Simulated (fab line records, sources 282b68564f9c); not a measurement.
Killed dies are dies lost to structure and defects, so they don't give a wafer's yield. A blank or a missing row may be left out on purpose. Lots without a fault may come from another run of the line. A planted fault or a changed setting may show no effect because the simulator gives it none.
fab line records | flow rit_cmos
record lots=15 wafers=45 last_day=7
route steps=202 shown ACTIVE@5 NWELL@34 GATE@84 CONTACT@177 M1@202
lots that met no fault: from a run of the same line without faults
start_h: hours from the record's first day to the start of the lot's first wafer shown | wait_h: hours since the lot's step before | " the same as in the row above | L1.1+2: a row that stands for several wafers | - no value, or no start given | * or withheld: withheld | < > ~ a bound
route shown NAME@n: a module of which the file shows steps, and the number in the route of the first | usual: mean/standard deviation of fault-free wafers | same: alike in all rows | chamber/n: place in a boat | sites: the reading at each site | _std_site: their standard deviation | _edge_site: outer sites' mean less inner sites' | radius_mm: how far each site lies from the wafer's centre | mask NAME#n: copy n | behind: the tool/chamber that last shaped the wafer | hold: why the lot was held/for how many hours/how that ended | device: the transistor (n, p or np) that didn't switch | end of line: the same wafers' tests at the end of the route | a step without rows: its recipe alone | killed: dies lost to structure and defects at the first sort, not the wafer's yield | map: a wafer's dies, x killed, . not, _ none there
set.NAME: the setting as run; set.NAME@STEP: as run at that earlier step | model.NAME: the simulator's own value behind a step, which no gauge read
steps of the route over a sample of lots; a table a step, a row a wafer
services: from which hour (start_h, from the record's first day; less than 0 if before it) a tool's chamber was out of use, for how many hours, and why
## steps
# step RIT_ACTIVE_THK_MEAS_04
# recipe reads=Si3N4_of_ACTIVE_CVD_03
# usual ACTIVE_NITRIDE_THK=148.4/1.5
# columns lot.wafer tool chamber start_h wait_h ACTIVE_NITRIDE_THK[nm]
L289.3 film_metro-02 - 13.55 0.0 148.0
L289.5 " - " " 147.0
L289.6 " - " " 148.6
L290.2 film_metro-02 - 20.46 0.0 148.4
L290.4 " - " " 150.3
L290.6 " - " " 150.0
L291.3 film_metro-04 - 23.55 0.0 151.5
L291.5 " - " " 149.4
L291.6 " - " " 151.5
L292.3 film_metro-03 - 29.26 0.0 147.2
L292.4 " - " " 146.4
L292.6 " - " " 147.3
L293.1 film_metro-03 - 33.58 0.0 151.2
L293.2 " - " " 151.3
L293.3 " - " " 150.2
L294.2 film_metro-02 - 41.96 0.0 148.8
L294.3 " - " " 149.0
L294.6 " - " " 148.5
L295.2 film_metro-04 - 45.38 0.0 149.0
L295.3 " - " " 148.8
L295.4 " - " " 147.9
L296.2 film_metro-02 - 48.54 0.0 149.6
L296.3 " - " " 150.4
L296.6 " - " " 148.9
L297.1 film_metro-03 - 55.55 0.0 149.7
L297.4 " - " " 150.2
L297.5 " - " " 150.0
L298.3 film_metro-03 - 59.42 0.0 145.5
L298.5 " - " " 145.0
L298.6 " - " " 146.7
L300.3 film_metro-03 - 69.42 0.0 146.3
L300.5 " - " " 146.3
L300.6 " - " " 145.2
L301.3 film_metro-03 - 73.55 0.0 148.1
L301.4 " - " " 147.0
L301.6 " - " " 148.4
L302.1 film_metro-02 - 80.04 0.0 148.4
L302.2 " - " " 148.4
L302.3 " - " " 148.2
L303.1 film_metro-04 - 83.71 0.0 147.7
L303.5 " - " " 146.6
L303.6 " - " " 147.8
L305.2 film_metro-04 - 93.54 0.0 150.0
L305.3 " - " " 149.2
L305.6 " - " " 149.1
# step RIT_NWELL_OVL_MEAS_06
# usual NWELL_OVL=0.1/1.3
# columns lot.wafer tool chamber start_h wait_h NWELL_OVL[nm]
L289.3 overlay-02 - 23.13 - -2.8
L289.5 " - " " -1.2
L289.6 " - " " -2.0
L290.2 overlay-01 - 28.60 - 0.4
L290.4 " - " " 1.3
L290.6 " - " " 0.7
L291.3 overlay-02 - 31.42 - -2.9
L291.5 " - " " -0.9
L291.6 " - " " -1.7
L292.3 overlay-02 - 36.96 - -0.2
L292.4 " - " " -0.2
L292.6 " - " " 0.0
L293.1 overlay-02 - 43.68 - -1.5
L293.2 " - " " -1.3
L293.3 " - " " 1.0
L294.2 overlay-01 - 49.08 - 0.9
L294.3 " - " " 1.7
L294.6 " - " " -0.5
L295.2 overlay-02 - 55.12 - -0.1
L295.3 " - " " 0.0
L295.4 " - " " -1.2
L296.2 overlay-02 - 57.88 - -1.0
L296.3 " - " " -0.8
L296.6 " - " " -1.6
L297.1 overlay-02 - 69.30 - 1.6
L297.4 " - " " 1.1
L297.5 " - " " 0.6
L298.3 overlay-02 - 72.06 - 0.3
L298.5 " - " " 1.4
L298.6 " - " " 3.0
L300.3 overlay-01 - 78.23 - 0.5
L300.5 " - " " 0.9
L300.6 " - " " 2.0
L301.3 overlay-01 - 81.49 - 0.5
L301.4 " - " " -1.2
L301.6 " - " " -1.9
L302.1 overlay-01 - 90.18 - 1.9
L302.2 " - " " 1.5
L302.3 " - " " -0.6
L303.1 overlay-02 - 91.70 - 1.1
L303.5 " - " " -0.4
L303.6 " - " " 0.6
L305.2 overlay-02 - 103.45 - 2.3
L305.3 " - " " 0.8
L305.6 " - " " 0.5
# step RIT_GATE_CVD_08
# recipe material=poly-Si target_thk_nm=250 temp_c=610 precursor=SiH4 time_s=2220 pressure_mtorr=300 sih4_flow_sccm=100
# usual zone_power_load_pct=12.8/1.6
# columns lot.wafer tool chamber start_h wait_h zone_power_load_pct
L289.3 lpcvd-01 0 39.03 0.0 13.6
L289.5 " 0 " " 13.7
L289.6 " 0 " " 13.7
L290.2 lpcvd-01 0 42.91 0.9 13.4
L290.4 " 0 " " 13.7
L290.6 " 0 " " 13.4
L291.3 lpcvd-01 0 44.53 0.2 13.3
L291.5 " 0 " " 13.6
L291.6 " 0 " " 13.7
L292.3 lpcvd-01 1 55.55 1.2 10.8
L292.4 " 1 " " 11.0
L292.6 " 1 " " 10.8
L293.1 lpcvd-01 1 57.16 0.9 10.8
L293.2 " 1 " " 10.8
L293.3 " 1 " " 11.0
L295.2 lpcvd-01 0 69.49 0.0 13.7
L295.3 " 0 " " 13.6
L295.4 " 0 " " 13.6
L294.2 lpcvd-02 0 69.52 0.0 10.7
L294.3 " 0 " " 10.5
L294.6 " 0 " " 10.7
L296.2 lpcvd-01 1 76.31 0.0 10.8
L296.3 " 1 " " 10.8
L296.6 " 1 " " 11.0
L297.1 lpcvd-02 1 84.91 0.1 14.0
L297.4 " 1 " " 14.3
L297.5 " 1 " " 14.2
L298.3 lpcvd-01 0 88.53 0.3 13.5
L298.5 " 0 " " 13.4
L298.6 " 0 " " 13.4
L300.3 lpcvd-02 0 100.02 0.0 10.5
L300.5 " 0 " " 10.6
L300.6 " 0 " " 10.5
L301.3 lpcvd-02 0 100.02 0.0 10.3
L301.4 " 0 " " 10.6
L301.6 " 0 " " 10.5
L302.1 lpcvd-02 1 103.73 0.2 14.3
L302.2 " 1 " " 13.9
L302.3 " 1 " " 14.2
L303.1 lpcvd-02 1 109.31 0.1 14.3
L303.5 " 1 " " 14.2
L303.6 " 1 " " 14.2
L305.2 lpcvd-02 1 119.08 0.0 14.2
L305.3 " 1 " " 14.3
L305.6 " 1 " " 14.1
# step RIT_GATE_THK_MEAS_09
# recipe reads=poly-Si_of_GATE_CVD_08
# usual GATE_POLY_THK=249.4/2.3
# columns lot.wafer tool chamber start_h wait_h hold GATE_POLY_THK[nm]
L289.3 film_metro-01 - 40.66 0.0 - 252.0
L289.5 " - " " - 252.9
L289.6 " - " " - 252.9
L290.2 film_metro-04 - 44.54 0.0 - 249.2
L290.4 " - " " - 249.3
L290.6 " - " " - 248.3
L291.3 film_metro-04 - 46.17 0.0 - 249.6
L291.5 " - " " - 250.6
L291.6 " - " " - 249.2
L292.3 film_metro-03 - 57.18 0.0 - 252.9
L292.4 " - " " - 251.7
L292.6 " - " " - 252.5
L293.1 film_metro-01 - 58.78 0.0 - 248.5
L293.2 " - " " - 248.1
L293.3 " - " " - 248.6
L295.2 film_metro-04 - 71.11 0.0 - 249.1
L295.3 " - " " - 253.7
L295.4 " - " " - 251.2
L294.2 film_metro-03 - 71.15 0.0 - 249.1
L294.3 " - " " - 248.2
L294.6 " - " " - 247.4
L296.2 film_metro-01 - 77.93 0.0 - 252.9
L296.3 " - " " - 251.2
L296.6 " - " " - 254.7
L297.1 film_metro-01 - 86.53 0.0 - 248.0
L297.4 " - " " - 250.9
L297.5 " - " " - 250.4
L298.3 film_metro-01 - 90.17 0.0 - 248.1
L298.5 " - " " - 246.0
L298.6 " - " " - 248.5
L300.3 film_metro-04 - 101.65 0.0 - 249.4
L300.5 " - " " - 250.9
L300.6 " - " " - 248.5
L301.3 film_metro-01 - 101.65 0.0 - 249.3
L301.4 " - " " - 248.2
L301.6 " - " " - 248.5
L302.1 film_metro-04 - 105.34 0.0 await_dispo/0.2h/release 176.3
L302.2 " - " " await_dispo/0.2h/release 176.2
L302.3 " - " " await_dispo/0.2h/release 176.2
L302.1 film_metro-04 - 105.57 0.2 - 176.3
L302.2 " - " " - 176.0
L302.3 " - " " - 176.1
L303.1 film_metro-01 - 110.93 0.0 await_dispo/0.2h/release 179.7
L303.5 " - " " await_dispo/0.2h/release 179.3
L303.6 " - " " await_dispo/0.2h/release 180.5
L303.1 film_metro-01 - 111.16 0.2 - 179.8
L303.5 " - " " - 179.3
L303.6 " - " " - 180.4
L305.2 film_metro-01 - 120.71 0.0 await_dispo/0.2h/release 175.4
L305.3 " - " " await_dispo/0.2h/release 174.1
L305.6 " - " " await_dispo/0.2h/release 173.5
L305.2 film_metro-01 - 120.93 0.2 - 175.3
L305.3 " - " " - 174.2
L305.6 " - " " - 173.6
# step RIT_GATE_ETCH_19
# recipe chemistry=SF6/CHF3/O2 time_s=165 SF6_flow_sccm=30 CHF3_flow_sccm=30 O2_flow_sccm=5 target=poly-Si pressure_mtorr=40 rf_w=160 target_depth_a=3125 over_etch_frac=0.2744 stop_on=SiO2
# usual drypump_motor_current_A=5.9/0.42 oes_product_au=0.840/0.011 rf_fwd_power_W=159.3/0.49 throttle_valve_pct=10.28/0.14
# columns lot.wafer tool chamber start_h wait_h drypump_motor_current_A oes_product_au rf_fwd_power_W rf_hours_counter_h throttle_valve_pct
L289.3 rie_si-01 1 41.86 0.1 5.6 0.850 159.0 67 10.13
L289.5 " 2 " " 6.5 0.848 158.9 - 10.16
L289.6 " 3 " " 5.1 0.854 159.6 - 10.46
L290.2 rie_si-02 0 47.08 0.1 5.8 0.853 160.3 58 10.17
L290.4 " 3 " " 5.9 0.834 159.8 158 10.24
L290.6 " 0 " " 5.9 0.845 159.3 - 10.17
L291.3 rie_si-01 1 47.46 0.1 5.7 0.853 159.4 67 10.14
L291.5 " 0 " " 5.6 0.838 159.3 - 10.57
L291.6 " 1 " " 5.6 0.847 158.7 - 10.13
L292.3 rie_si-02 2 58.38 0.1 6.4 0.836 159.6 2 10.22
L292.4 " 0 " " 5.8 0.862 158.9 58 10.18
L292.6 " 0 " " 5.8 0.851 159.7 - 10.18
L293.1 rie_si-01 1 60.30 0.1 5.7 0.846 158.9 67 10.12
L293.2 " 0 " " 5.6 0.828 158.9 1 10.56
L293.3 " 3 " " 5.1 0.848 159.0 150 10.44
L295.2 rie_si-02 3 72.53 0.1 5.9 0.834 160.4 158 10.22
L295.3 " 1 " " 5.8 0.845 159.1 146 10.37
L295.4 " 2 " " 6.4 0.827 159.1 2 10.22
L294.2 rie_si-01 2 72.77 0.1 6.6 0.841 159.7 3 10.16
L294.3 " 3 " " 5.1 0.838 159.4 150 10.45
L294.6 " 2 " " 6.5 0.833 159.6 - 10.17
L296.2 rie_si-02 2 79.39 0.1 6.4 0.837 159.1 2 10.24
L296.3 " 0 " " 5.8 0.854 159.1 58 10.17
L296.6 " 0 " " 5.8 0.864 159.0 - 10.17
L297.1 rie_si-01 3 87.87 0.1 5.1 0.845 159.1 150 10.43
L297.4 " 3 " " 5.1 0.849 159.5 - 10.44
L297.5 " 2 " " 6.5 0.834 159.5 - 10.16
L298.3 rie_si-02 2 91.67 0.1 6.4 0.822 159.2 2 10.23
L298.5 " 1 " " 5.8 0.833 158.3 - 10.39
L298.6 " 2 " " 6.4 0.821 159.9 - 10.23
L300.3 rie_si-02 0 103.06 0.1 5.9 0.845 159.2 58 10.18
L300.5 " 2 " " 6.4 0.837 159.5 - 10.22
L300.6 " 0 " " 5.8 0.853 160.2 - 10.17
L301.3 rie_si-01 1 103.48 0.1 5.6 0.845 159.7 68 10.14
L301.4 " 2 " " 6.6 0.841 159.6 4 10.17
L301.6 " 0 " " 5.6 0.830 158.9 - 10.57
L302.1 rie_si-02 1 110.90 0.1 5.8 0.664 159.5 147 10.38
L302.2 " 0 " " 5.8 0.676 159.7 58 10.18
L302.3 " 2 " " 6.4 0.670 159.0 2 10.22
L303.1 rie_si-01 2 116.45 0.1 6.6 0.675 159.8 4 10.16
L303.5 " 1 " " 5.7 0.689 159.2 - 10.14
L303.6 " 0 " " 5.6 0.670 158.2 - 10.56
L305.2 rie_si-01 1 124.74 0.1 5.6 0.679 159.7 68 10.13
L305.3 " 2 " " 6.5 0.658 158.7 4 10.18
L305.6 " 0 " " 5.6 0.656 160.0 - 10.57
# step RIT_CONTACT_OVL_MEAS_09
# usual CONTACT_OVL=-0.4/1.7
# columns lot.wafer tool chamber start_h wait_h CONTACT_OVL[nm]
L289.3 overlay-01 - 56.56 0.1 -1.3
L289.5 " - " " -3.5
L289.6 " - " " -0.4
L290.2 overlay-01 - 61.47 0.1 0.0
L290.4 " - " " -1.9
L290.6 " - " " -0.3
L291.3 overlay-01 - 63.54 0.1 -3.9
L291.5 " - " " -4.1
L291.6 " - " " -2.1
L292.3 overlay-02 - 75.01 0.1 0.6
L292.4 " - " " 0.4
L292.6 " - " " -0.8
L293.1 overlay-02 - 81.13 0.1 -2.0
L293.2 " - " " -1.2
L293.3 " - " " -1.2
L295.2 overlay-01 - 88.40 0.1 -2.6
L295.3 " - " " -1.4
L295.4 " - " " -1.9
L294.2 overlay-02 - 88.63 0.1 0.3
L294.3 " - " " -1.7
L294.6 " - " " 0.7
L296.2 overlay-01 - 96.13 0.1 -1.1
L296.3 " - " " -1.4
L296.6 " - " " -1.8
L297.1 overlay-01 - 103.60 0.1 -0.4
L297.4 " - " " 1.2
L297.5 " - " " -1.1
L298.3 overlay-01 - 106.16 0.1 1.7
L298.5 " - " " -0.3
L298.6 " - " " 1.0
L300.3 overlay-02 - 117.52 0.1 2.0
L300.5 " - " " 2.1
L300.6 " - " " 2.2
L301.3 overlay-02 - 119.79 0.1 -1.2
L301.4 " - " " -2.4
L301.6 " - " " -2.0
L303.1 overlay-01 - 134.89 0.1 1.7
L303.5 " - " " 2.1
L303.6 " - " " 0.6
L302.1 overlay-01 - 135.99 0.1 1.3
L302.2 " - " " 0.4
L302.3 " - " " -0.3
L305.2 overlay-01 - 141.10 0.1 1.4
L305.3 " - " " -0.5
L305.6 " - " " 0.5
# step RIT_M1_PROBE_99
# usual killed_at_M0_to_M3=0.0/0.12 killed_at_contacts=0.1/0.23 killed_at_front_end=6/3.1 killed_dies=6/3.1 killed_open=3.2/1.9 killed_short=3.2/2.1
# same gross_dies=264 killed_at_M4_up=0 killed_at_back_side=0 killed_at_other=0
# columns lot.wafer tool chamber start_h wait_h killed_at_M0_to_M3 killed_at_contacts killed_at_front_end killed_dies killed_open killed_short
L302.3 prober-01 - 158.84 0.2 0 0 8 8 3 5
L303.5 prober-02 - 158.94 0.2 0 0 5 5 4 1
L303.6 prober-02 - 158.99 0.2 0 0 4 4 3 1
# killed by level:class
L302.3 REOX:geometric_particle:short=3 FOX2:geometric_particle:short=2 FOX1:geometric_particle:open=1 FOX2:geometric_particle:open=1 GATE:geometric_particle:open=1
L303.5 GATE:geometric_particle:open=2 REOX:geometric_particle:short=1 SPACER:geometric_particle:open=1 SILICIDE:geometric_particle:open=1
L303.6 FOX1:geometric_particle:open=1 REOX:geometric_particle:short=1 REOX:geometric_particle:open=1 SILICIDE:geometric_particle:open=1
## services
# columns tool chamber start_h hours kind
rie_si-02 3 76.72 - clean
rie_si-02 3 76.72 33.0 scheduled_down
rie_si-02 3 76.72 33.0 vent_cycle
rie_si-02 - 80.75 0.7 repair
rie_si-01 0 80.95 7.0 repair
rie_si-01 3 110.41 - clean
rie_si-01 3 110.41 23.3 scheduled_down
rie_si-01 3 110.41 23.3 vent_cycle
## key
first_sign step=RIT_GATE_THK_MEAS_09 reading=visit direction=added
effect step=RIT_GATE_THK_MEAS_09 reading=GATE_POLY_THK direction=down sigmas=32 usual=249.4 struck=176.8
effect step=RIT_GATE_ETCH_19 reading=oes_product_au direction=down sigmas=15 usual=0.840 struck=0.671
met_at RIT_GATE_CVD_08
struck_lots L302,L303,L305
tester_left_out L302,L303,L305
not_acting_at RIT_ACTIVE_THK_MEAS_04,RIT_NWELL_OVL_MEAS_06,RIT_CONTACT_OVL_MEAS_09
onset_between 100.02 103.73
also_fits time
fault kind=process_parameter_drift tool=lpcvd-02 chamber=- onset_h=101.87 steps=RIT_GATE_CVD_08 channel=target_thk_nm offset=-71.135 shape=step end_h=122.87 acts_in=these_recipes_only stated=250
# tester_left_out: of these lots the tester's yield and bins aren't shown, on N5 and GAA mostly nor the transistor test; their killed dies are dies lost to structure and defects alone, not to doping, threshold or leakage, so they don't give the yield
